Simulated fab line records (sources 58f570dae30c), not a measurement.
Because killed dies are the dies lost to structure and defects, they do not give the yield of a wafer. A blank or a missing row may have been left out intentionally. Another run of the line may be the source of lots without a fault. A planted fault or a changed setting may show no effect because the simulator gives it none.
Comparing a struck lot with a sound one -- flow berkeleyCmos170 -- 21 steps out of a route of 331
Sound: the wafers L762.1, L762.3, L762.5. Wafers struck: L774.1, L774.2, L774.4. At the end, the cause is stated.
For every step that has rows: the tool of each side, followed by ch and its chambers, followed by its first start. Under that, the readings that differ: sound wafers -- struck wafers -- difference of the means -- sigmas: that difference in standard deviations of wafers without a fault.
alike: words and numbers the same on both sides, and readings whose means are apart by under 2 such deviations; not compared: readings that were withheld, readings missing a value for some wafer, numbers with overlapping values and no deviation given by the record, and bounds like >300 which may hide the same value.
Wherever a step has rows on one side only, a row that says differs or no value, or a row with sigmas, the two part there. When numbers do not overlap yet have no deviation, they are printed without sigmas and do not part them. Lack of a reading on every wafer of one side parts them only where that side has two or more wafers.

first, 2 steps without rows for these wafers: UCB170_NLDD_IMPLANT_08; UCB170_NLDD_IMPLANT_09.
UCB170_NLDD_STRIP_10: strips in O2.
  sound on plasmaAsher-03 ch 0,1, day 6 17:54; struck on plasmaAsher-03 ch 0,1, day 8 22:04
  alike: drypumpMotorCurrentA, oesProductAu, stripTimeToEndpointS
  not compared: rfHoursCounterH
UCB170_NLDD_TW_MEAS_11:
  sound: filmMetro-02 at day 6 18:00; struck: filmMetro-01 at day 8 22:10
  alike: NLDD_TW
then, 1 step without rows for these wafers: UCB170_NLDD_CLEAN_12 (cleans in SPM, time 600 s).
UCB170_SPACER_CVD_00: deposits SiO2 from TEOS/O2, target thk 376 nm, time 47 s.
  sound on pecvd-04 ch 0,1, day 6 18:14; struck on pecvd-04 ch 0,1, day 9 01:20
  alike: heaterPowerW
UCB170_SPACER_THK_MEAS_01:
  sound: filmMetro-04 at day 6 18:17; struck: filmMetro-04 at day 9 01:25
  alike: SPACER_TEOS_THK
then, 1 step without rows for these wafers: UCB170_SPACER_ANNEAL_02 (time 1800 s).
UCB170_SPACER_ETCHBACK_03: etches SiO2 in CHF3/CF4/Ar, stops on Si, target depth 376 nm, time 100 s.
  sound on rieDiel-04 ch 0,1,3, day 6 22:50; struck on rieDiel-01 ch 1,2,3, day 9 06:18
  alike: drypumpMotorCurrentA, oesProductAu, throttleValvePct
  not compared: rfHoursCounterH
then, 3 steps without rows for these wafers: UCB170_PSD_HMDS_00 (prime time 60 s); UCB170_PSD_COAT_01 (resist thk 900 nm); UCB170_PSD_SOFTBAKE_02 (time 60 s).
UCB170_PSD_EXPOSE_03: exposes mask PSELECT MOD, target cd 1200 nm.
  sound on krfScanner-01 ch 0, day 6 23:37; struck on krfScanner-02 ch 0, day 9 06:49
reading,sound,struck,difference,sigmas
mask,PSELECT_MOD#0 PSELECT_MOD#0 PSELECT_MOD#0,NSELECT_MOD#0 NSELECT_MOD#0 NSELECT_MOD#0,differs,
then, 2 steps without rows for these wafers: UCB170_PSD_PEB_04; UCB170_PSD_DEVELOP_05 (develop time 45 s).
UCB170_PSD_CD_MEAS_06 targets a cd of 1200 nm.
  sound: cdSem-02 at day 7 00:30; struck: cdSem-01 at day 9 07:13
reading,sound,struck,difference,sigmas
cdNm (nm),1201.1 1200.4 1199.3,- - -,no value on the struck wafers,
UCB170_PSD_OVL_MEAS_07:
  sound: overlay-01 at day 7 00:37; struck: overlay-02 at day 9 07:20
reading,sound,struck,difference,sigmas
PSD_OVL (nm),1 4 -1,- - -,no value on the struck wafers,
following that, these wafers have no rows for 1 step: UCB170_PSD_IMPLANT_08.
UCB170_PSD_STRIP_09: strips in O2.
  sound on plasmaAsher-01 ch 1, day 7 00:49; struck on plasmaAsher-02 ch 0,1, day 9 07:31
  alike: drypumpMotorCurrentA, oesProductAu, stripTimeToEndpointS
  not compared: rfHoursCounterH
UCB170_PSD_TW_MEAS_10:
  sound: filmMetro-02 at day 7 00:55; struck: filmMetro-01 at day 9 07:37
reading,sound,struck,difference,sigmas
PSD_TW,2339 2325 2360,30 30 30,-2311,-99 or more
then, 1 step without rows for these wafers: UCB170_PSD_CLEAN_11 (cleans in SPM, time 600 s).

## WHERE THEY PART
At UCB170_PSD_EXPOSE_03 first; at UCB170_PSD_TW_MEAS_10 last (within this record only).

WHY: what had been put in by the simulator
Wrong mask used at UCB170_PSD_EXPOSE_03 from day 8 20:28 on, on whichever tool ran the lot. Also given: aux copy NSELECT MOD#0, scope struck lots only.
